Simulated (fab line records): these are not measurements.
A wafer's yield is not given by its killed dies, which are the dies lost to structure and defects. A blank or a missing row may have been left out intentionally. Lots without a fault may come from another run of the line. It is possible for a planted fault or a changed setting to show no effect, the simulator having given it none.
Struck lot and sound lot, side by side || flow berkeley-cmos170 || 17 steps out of a route of 331
Sound: the wafers L876.1, L876.2, L876.5. Wafers struck: L885.1, L885.3, L885.5. The cause comes at the end.
Per side, at each step with rows, come the tool, then ch with its chambers, and then its first start. Under that, the readings that differ: sound wafers || struck wafers || difference of the means || sigmas: that difference in standard deviations of wafers without a fault.
alike: same words and numbers on both sides, and readings whose means sit less than 2 such deviations apart. not compared: any withheld reading, any reading some wafer has no value for, any bound like >300 that may hide the same value, and any number with overlapping values for which the record gives no deviation.
A row with sigmas, a row that says differs or no value, or rows on one side alone: a step with any of these is where the two part. When numbers do not overlap yet have no deviation, they are printed without sigmas and do not part them. Lack of a reading on every wafer of one side parts them only where that side has two or more wafers.

first, 1 step without rows for these wafers: UCB170_M3_SOFTBAKE_06 (time 60 s).
UCB170_M3_STRIP_07: strips in O2.
  sound on plasma-asher-01 ch 0,1, day 8 09:50; struck on plasma-asher-04 ch 0,1, day 10 16:22
  alike: drypump-motor-current-A, oes-product-au, strip-time-to-endpoint-s
  not compared: rf-hours-counter-h
then, 7 steps without rows for these wafers: UCB170_M3_STRIP_08 (strips KrF in DMSO, time 600 s); UCB170_M3_COAT_09; UCB170_M3_COAT_10 (resist thk 900 nm); UCB170_M3_SOFTBAKE_11 (time 60 s); UCB170_M3_EXPOSE_12 (exposes mask METAL3, target cd 700 nm); UCB170_M3_PEB_13; UCB170_M3_DEVELOP_14 (develop time 45 s).
UCB170_M3_CD_MEAS_15: the cd target is 700 nm.
  struck on cd-sem-02, day 10 17:29; sound on cd-sem-01, day 8 12:01
{"reading": "cd-nm (nm)", "sound": "698.1 698.1 695.9", "struck": "702.2 701.3 701.4", "difference": "+4.3", "sigmas": "+3"}
UCB170_M3_OVL_MEAS_16:
  struck on overlay-01, day 10 17:36; sound on overlay-01, day 8 12:08
  alike: M3_OVL
UCB170_M3_ETCH_17: etches BARC in N2/H2.
  sound on rie-diel-04 ch 1,2,3, day 8 12:10; struck on rie-diel-03 ch 0,2,3, day 10 17:38
  alike: drypump-motor-current-A, oes-product-au, rf-fwd-power-W, throttle-valve-pct
UCB170_M3_METAL_ETCH_18: etches Al in Cl2/BCl3, stops on SiO2, target depth 1170 nm, time 195 s.
  sound on rie-metal-01 ch 0,1, day 8 12:13; struck on rie-metal-01 ch 0, day 10 17:41
{"reading": "rf-fwd-power-W (W)", "sound": "598.8 596.9 596.4", "struck": "526.6 525.8 527.1", "difference": -70.9, "sigmas": -35}
{"reading": "model.KrF_of_M3_COAT_10.thk-nm (nm)", "sound": "216.6 215.8 213.7", "struck": "289.9 291.7 291", "difference": "+75.5", "sigmas": ""}
{"reading": "model.M3.cd-nm (nm)", "sound": "700 692.5 696.6", "struck": "708.1 707 708.6", "difference": "+11.5", "sigmas": ""}
{"reading": "model.SiO2_of_V2_CVD_00.thk-nm (nm)", "sound": "940 940 939.4", "struck": "942.6 942.5 943", "difference": "+2.9", "sigmas": ""}
  alike: drypump-motor-current-A, oes-product-au, throttle-valve-pct
  not compared: rf-hours-counter-h
UCB170_M3_STRIP_19: strips in O2.
  sound on plasma-asher-01 ch 0,1, day 8 12:23; struck on plasma-asher-01 ch 0,1, day 10 17:52
{"reading": "oes-product-au (a.u.)", "sound": "0.539 0.534 0.541", "struck": "0.612 0.628 0.625", "difference": "+0.084", "sigmas": "+10"}
  alike: drypump-motor-current-A
  not compared: rf-hours-counter-h
UCB170_M3_CD_MEAS_90: the cd target is 700 nm.
  struck on cd-sem-02, day 10 17:58; sound on cd-sem-02, day 8 12:34
{"reading": "cd-nm (nm)", "sound": "700.0 692.3 696.2", "struck": "708.2 706.8 708.5", "difference": "+11.7", "sigmas": "+4"}
UCB170_M3_BOW_MEAS_20:
  struck on film-metro-03, day 10 18:05; sound on film-metro-03, day 8 12:41
  alike: M3_BOW
UCB170_M3_PROBE_99:
  rows exist in the record for the sound wafers here (prober-02, day 8 12:55), none for the struck ones

## WHERE THEY PART
At UCB170_M3_CD_MEAS_15 first; at UCB170_M3_PROBE_99 last (within this record only).

WHY: whatever the simulator had introduced
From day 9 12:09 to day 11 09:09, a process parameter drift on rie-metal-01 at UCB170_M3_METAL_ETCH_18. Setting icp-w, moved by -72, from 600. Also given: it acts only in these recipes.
